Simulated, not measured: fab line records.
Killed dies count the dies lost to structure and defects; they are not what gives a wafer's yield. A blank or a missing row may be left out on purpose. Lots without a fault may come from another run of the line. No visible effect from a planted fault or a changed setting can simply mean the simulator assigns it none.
Which tool is to blame? | flow rit cmos | 18 wafers from 6 lots sampled at 2 of the route's 202 steps

## WHAT THE GAUGES SHOWED, per wafer
RIT_CONTACT_OVL_MEAS_09.
lot  | measured    | on         | CONTACT_OVL (nm)
L960 | day 3 13:14 | overlay-01 | 1.6 -0.3 1.7
L962 | day 3 19:49 | overlay-02 | 0.9 0.5 0.7
L965 | day 4 11:18 | overlay-02 | 3.4 1.1 1.6
L972 | day 5 21:08 | overlay-01 | 128.9 130.5 129.9
L975 | day 6 13:35 | overlay-02 | -0.3 -1.0 -0.7
L979 | day 7 09:29 | overlay-02 | 1.7 0.5 0.4

## EACH LOT AND THE TOOL THAT RAN IT (in order: tool; ch and the chambers of the sampled wafers; start)
lot  | RIT_CONTACT_EXPOSE_05
L960 | iline stepper-01 ch 0, day 3 12:39
L962 | iline stepper-02 ch 0, day 3 19:10
L965 | iline stepper-02 ch 0, day 4 10:41
L972 | iline stepper-01 ch 0, day 5 20:29
L975 | iline stepper-02 ch 0, day 6 12:57
L979 | iline stepper-02 ch 0, day 7 08:47
- RIT_CONTACT_EXPOSE_05: exposes mask M11, target cd 1000 nm.

## THE ANSWER, worked out from the rows above alone
Rule: the usual values come from the lots themselves. Put in order of their means at a reading, lots are off if they are a third of the lots or fewer, leave a main group of 4 or more, and stand apart from it by a gap of 3 or more times the standard deviation of the main group's means; of several such gaps the widest counts. A main group whose means are all the same, to the digits that the tables above print for the reading, isn't used. A lot without any number at a reading at which 4 lots or more have one is off too. The other lots that the step has rows for count as sound.
Off: L972, seen at RIT_CONTACT_OVL_MEAS_09 (CONTACT_OVL). For the main group the mean is 0.8 nm and the standard deviation 0.86.
A tool fits if, at a process step before that reading, it ran every lot that is off, and no sound lot after the first of them. Those tools and the gauges at RIT_CONTACT_OVL_MEAS_09 are tried in the same way. Undecided on this evidence; 2 tools fit (iline stepper-01 at RIT_CONTACT_EXPOSE_05, overlay-01 at RIT_CONTACT_OVL_MEAS_09).

## WHAT WAS PUT IN BY THE SIMULATOR
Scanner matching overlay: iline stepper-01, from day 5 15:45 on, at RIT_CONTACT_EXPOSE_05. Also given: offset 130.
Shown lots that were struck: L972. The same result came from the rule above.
